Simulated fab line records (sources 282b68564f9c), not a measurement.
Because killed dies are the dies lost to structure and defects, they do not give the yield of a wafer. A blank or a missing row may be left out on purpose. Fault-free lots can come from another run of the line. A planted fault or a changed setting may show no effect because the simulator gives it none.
Commonality check across tools || flow ritCmos || Sampled: 14 lots, 42 wafers

REASON IT WAS OPENED
RIT_PWELL_TW_MEAS_10, reading PWELL_TW: flagged on 2 of 14 lots. No-fault wafers: 948, standard deviation 7.8.
Rule: a lot is flagged when every wafer of it that has a number lies more than 4 standard deviations from that mean, or none has a number. The rest of the lots are taken to be sound.

{"lot": "L818", "measured": "day 1 22:46", "on": "filmMetro-01", "PWELL_TW, wafer by wafer": "952 953 955", "flag": ""}
{"lot": "L819", "measured": "day 2 06:30", "on": "filmMetro-01", "PWELL_TW, wafer by wafer": "954 955 952", "flag": ""}
{"lot": "L820", "measured": "day 2 09:25", "on": "filmMetro-01", "PWELL_TW, wafer by wafer": "950 953 950", "flag": ""}
{"lot": "L822", "measured": "day 2 18:27", "on": "filmMetro-01", "PWELL_TW, wafer by wafer": "952 954 952", "flag": ""}
{"lot": "L826", "measured": "day 3 14:44", "on": "filmMetro-01", "PWELL_TW, wafer by wafer": "30 30 30", "flag": "FLAGGED"}
{"lot": "L827", "measured": "day 3 19:42", "on": "filmMetro-01", "PWELL_TW, wafer by wafer": "30 30 30", "flag": "FLAGGED"}
{"lot": "L830", "measured": "day 4 11:19", "on": "filmMetro-03", "PWELL_TW, wafer by wafer": "957 957 957", "flag": ""}
{"lot": "L833", "measured": "day 5 01:48", "on": "filmMetro-02", "PWELL_TW, wafer by wafer": "935 935 934", "flag": ""}
{"lot": "L834", "measured": "day 5 07:11", "on": "filmMetro-01", "PWELL_TW, wafer by wafer": "946 952 955", "flag": ""}
{"lot": "L836", "measured": "day 5 17:38", "on": "filmMetro-01", "PWELL_TW, wafer by wafer": "950 961 951", "flag": ""}
{"lot": "L837", "measured": "day 5 21:23", "on": "filmMetro-01", "PWELL_TW, wafer by wafer": "949 952 950", "flag": ""}
{"lot": "L839", "measured": "day 6 08:22", "on": "filmMetro-03", "PWELL_TW, wafer by wafer": "948 950 953", "flag": ""}
{"lot": "L840", "measured": "day 6 13:35", "on": "filmMetro-02", "PWELL_TW, wafer by wafer": "937 934 931", "flag": ""}
{"lot": "L841", "measured": "day 6 17:34", "on": "filmMetro-01", "PWELL_TW, wafer by wafer": "937 940 941", "flag": ""}
On average the flagged lots read 30, which is -918 against the usual, or -99 or more standard deviations.

LOT BY LOT: THE TOOL USED
Before the reading, the record contains 2 process steps out of a 202-step route. Each cell gives the tool, then ch followed by the chambers the sampled wafers passed through, then the start.
{"lot": "L818", "flag": "", "RIT_NWELL_STRIP_09": "plasmaAsher-03 ch 0,1, day 1 21:02", "RIT_PWELL_STRIP_09": "plasmaAsher-01 ch 0,1, day 1 22:35"}
{"lot": "L819", "flag": "", "RIT_NWELL_STRIP_09": "plasmaAsher-04 ch 0,1, day 2 04:35", "RIT_PWELL_STRIP_09": "plasmaAsher-02 ch 0, day 2 06:19"}
{"lot": "L820", "flag": "", "RIT_NWELL_STRIP_09": "plasmaAsher-04 ch 0,1, day 2 07:30", "RIT_PWELL_STRIP_09": "plasmaAsher-02 ch 0,1, day 2 09:14"}
{"lot": "L822", "flag": "", "RIT_NWELL_STRIP_09": "plasmaAsher-03 ch 0,1, day 2 16:43", "RIT_PWELL_STRIP_09": "plasmaAsher-02 ch 0,1, day 2 18:16"}
{"lot": "L826", "flag": "FLAGGED", "RIT_NWELL_STRIP_09": "plasmaAsher-01 ch 0,1, day 3 12:43", "RIT_PWELL_STRIP_09": "plasmaAsher-02 ch 0,1, day 3 14:32"}
{"lot": "L827", "flag": "FLAGGED", "RIT_NWELL_STRIP_09": "plasmaAsher-04 ch 0,1, day 3 17:53", "RIT_PWELL_STRIP_09": "plasmaAsher-02 ch 0,1, day 3 19:34"}
{"lot": "L830", "flag": "", "RIT_NWELL_STRIP_09": "plasmaAsher-04 ch 0,1, day 4 09:31", "RIT_PWELL_STRIP_09": "plasmaAsher-01 ch 0,1, day 4 11:11"}
{"lot": "L833", "flag": "", "RIT_NWELL_STRIP_09": "plasmaAsher-03 ch 0,1, day 4 23:51", "RIT_PWELL_STRIP_09": "plasmaAsher-02 ch 0,1, day 5 01:38"}
{"lot": "L834", "flag": "", "RIT_NWELL_STRIP_09": "plasmaAsher-03 ch 0,1, day 5 05:28", "RIT_PWELL_STRIP_09": "plasmaAsher-02 ch 0,1, day 5 07:01"}
{"lot": "L836", "flag": "", "RIT_NWELL_STRIP_09": "plasmaAsher-01 ch 0,1, day 5 15:53", "RIT_PWELL_STRIP_09": "plasmaAsher-02 ch 0,1, day 5 17:26"}
{"lot": "L837", "flag": "", "RIT_NWELL_STRIP_09": "plasmaAsher-01 ch 0,1, day 5 19:39", "RIT_PWELL_STRIP_09": "plasmaAsher-02 ch 0,1, day 5 21:12"}
{"lot": "L839", "flag": "", "RIT_NWELL_STRIP_09": "plasmaAsher-04 ch 1, day 6 06:37", "RIT_PWELL_STRIP_09": "plasmaAsher-02 ch 1, day 6 08:11"}
{"lot": "L840", "flag": "", "RIT_NWELL_STRIP_09": "plasmaAsher-03 ch 0,1, day 6 11:43", "RIT_PWELL_STRIP_09": "plasmaAsher-01 ch 0,1, day 6 13:25"}
{"lot": "L841", "flag": "", "RIT_NWELL_STRIP_09": "plasmaAsher-03 ch 0,1, day 6 15:43", "RIT_PWELL_STRIP_09": "plasmaAsher-03 ch 0,1, day 6 17:23"}
These steps, and what they do:
- RIT_NWELL_STRIP_09: strips in O2, time 180 s.
- RIT_PWELL_STRIP_09: strips in O2, time 180 s.
- RIT_PWELL_TW_MEAS_10

FLAGGED OVER TOTAL, TOOL BY TOOL (the gauges that took the reading come last)
{"step": "RIT_NWELL_STRIP_09", "tool": "plasmaAsher-01", "lots run": 3, "flagged": 1, "share of the flagged lots": "some", "sound lots run after its first flagged lot": "2 (L836,L837)"}
{"step": "RIT_NWELL_STRIP_09", "tool": "plasmaAsher-03", "lots run": 6, "flagged": 0, "share of the flagged lots": "none", "sound lots run after its first flagged lot": "-"}
{"step": "RIT_NWELL_STRIP_09", "tool": "plasmaAsher-04", "lots run": 5, "flagged": 1, "share of the flagged lots": "some", "sound lots run after its first flagged lot": "2 (L830,L839)"}
{"step": "RIT_PWELL_STRIP_09", "tool": "plasmaAsher-01", "lots run": 3, "flagged": 0, "share of the flagged lots": "none", "sound lots run after its first flagged lot": "-"}
{"step": "RIT_PWELL_STRIP_09", "tool": "plasmaAsher-02", "lots run": 10, "flagged": 2, "share of the flagged lots": "all", "sound lots run after its first flagged lot": "5 (L833,L834,L836,L837,L839)"}
{"step": "RIT_PWELL_STRIP_09", "tool": "plasmaAsher-03", "lots run": 1, "flagged": 0, "share of the flagged lots": "none", "sound lots run after its first flagged lot": "-"}
{"step": "RIT_PWELL_TW_MEAS_10", "tool": "filmMetro-01", "lots run": 10, "flagged": 2, "share of the flagged lots": "all", "sound lots run after its first flagged lot": "4 (L834,L836,L837,L841)"}
{"step": "RIT_PWELL_TW_MEAS_10", "tool": "filmMetro-02", "lots run": 2, "flagged": 0, "share of the flagged lots": "none", "sound lots run after its first flagged lot": "-"}
{"step": "RIT_PWELL_TW_MEAS_10", "tool": "filmMetro-03", "lots run": 2, "flagged": 0, "share of the flagged lots": "none", "sound lots run after its first flagged lot": "-"}

WHAT THE TABLE ALLOWS
Rows of the table that ran all the flagged lots, 2 in number: plasmaAsher-02 at RIT_PWELL_STRIP_09; filmMetro-01 at RIT_PWELL_TW_MEAS_10.
- plasmaAsher-02 at RIT_PWELL_STRIP_09 ran 10 lots, 2 of them flagged. Sound lots ran on it after the first flagged one (L833, L834, L836, L837, L839), which a lasting fault on the whole tool wouldn't allow.
- filmMetro-01 at RIT_PWELL_TW_MEAS_10 ran 10 lots, 2 of them flagged. Sound lots ran on it after the first flagged one (L834, L836, L837, L841), which a lasting fault on the whole tool wouldn't allow.
None of the table's rows ran every flagged lot and, after the first, no sound lot.

WHAT THE SIMULATOR HAD INSERTED
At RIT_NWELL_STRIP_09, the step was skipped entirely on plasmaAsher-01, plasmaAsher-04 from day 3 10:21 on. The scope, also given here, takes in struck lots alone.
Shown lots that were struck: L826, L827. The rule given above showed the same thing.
